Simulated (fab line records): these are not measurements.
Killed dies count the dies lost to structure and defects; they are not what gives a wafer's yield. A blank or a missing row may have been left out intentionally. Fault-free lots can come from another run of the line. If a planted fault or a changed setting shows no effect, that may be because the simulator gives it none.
Problem report in the 8D (eight disciplines) form, filled by code + flow rit_cmos + the parts of the form that need people (team, actions taken, sign-off) are left out

== 1. WHAT IS WRONG ==
At RIT_GATE_OXIDATION_05, tube_center_temp_C averages 895 C over 6 wafers from 2 lots, while fault-free wafers read 900 C, standard deviation 0.085. That is -59 standard deviations from the usual mean.
The step: target thk 3 nm, ox time 270 s.
Seen first at day 4 03:24 on furnace-04, wafer L172.1. Wafers with a number at this step in the record: 18, from 6 lots. Rule for "out", or "out of limits": more than 4 standard deviations from the usual mean. The rest of the wafers with a number are treated as sound.

== 2. WHAT IT IS; WHAT IT IS NOT ==
| question                    | is                                         | is not                                                                         |
|-----------------------------|--------------------------------------------|--------------------------------------------------------------------------------|
| which readings at this step | tube_center_temp_C, tube_center_temp_C_max | -                                                                              |
| which lots                  | L172, L174                                 | L164, L180, L183, L187                                                         |
| which wafers of those lots  | all that have a number                     | -                                                                              |
| read on which tools         | furnace-04                                 | furnace-01, furnace-02                                                         |
| when                        | from day 4 03:24                           | up to then (3 sound wafers); but 9 sound wafers of L180, L183, L187 came after |

== 3. THE SUSPECTS, EACH WITH WHAT RULES IT OUT ==
Counting: any tool at a process step up to the reading is kept as a suspect provided that every lot that is out went through it and no sound lot did after the first of them.
- furnace-04 at RIT_GATE_OXIDATION_05 (target thk 3 nm, ox time 270 s): kept. It ran every lot that is out, first L172 (day 4 03:24), and no sound lot after that; its last sound lot up to then is L164 (day 2 11:04). Its own tube_center_temp_C, tube_center_temp_C_max readings are out on those wafers.
The count leaves furnace-04 at RIT_GATE_OXIDATION_05.

== 4. THE CAUSE (what the simulator had put in) ==
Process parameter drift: furnace-04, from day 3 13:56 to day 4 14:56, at RIT_GATE_OXIDATION_05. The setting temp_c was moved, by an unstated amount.
This tool alone remained once counting was done.

== 5. SEQUENCE OF EFFECTS, ordered by route ==
Rows list readings where the struck wafers' mean (over those with a number) sits beyond 3 standard deviations from the usual. Readings are gone through only where the record gives a usual standard deviation; hours: the median, over the lots, of the time from a lot's start at the first step in this table giving one to that lot's start at this step; sigmas: the change measured in usual standard deviations.
| hours | step                  | reading                | usual   | on struck wafers | change | sigmas |
|-------|-----------------------|------------------------|---------|------------------|--------|--------|
| 0     | RIT_GATE_OXIDATION_05 | spike_tc_centre_C      | 903.3 C | 899.6            | -3.7   | -3.1   |
| 0     | RIT_GATE_OXIDATION_05 | tube_center_temp_C     | 900 C   | 895              | -5     | -59    |
| 0     | RIT_GATE_OXIDATION_05 | tube_center_temp_C_max | 902.3   | 897.3            | -5.0   | -13    |
It contains these process steps:
- RIT_GATE_OXIDATION_05: target thk 3 nm, ox time 270 s.

== 6. HOW IT WOULD HAVE BEEN CAUGHT EARLIER ==
13 hours passed between the start of the fault at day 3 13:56 and the first reading out of limits in this record, taken at day 4 03:24.
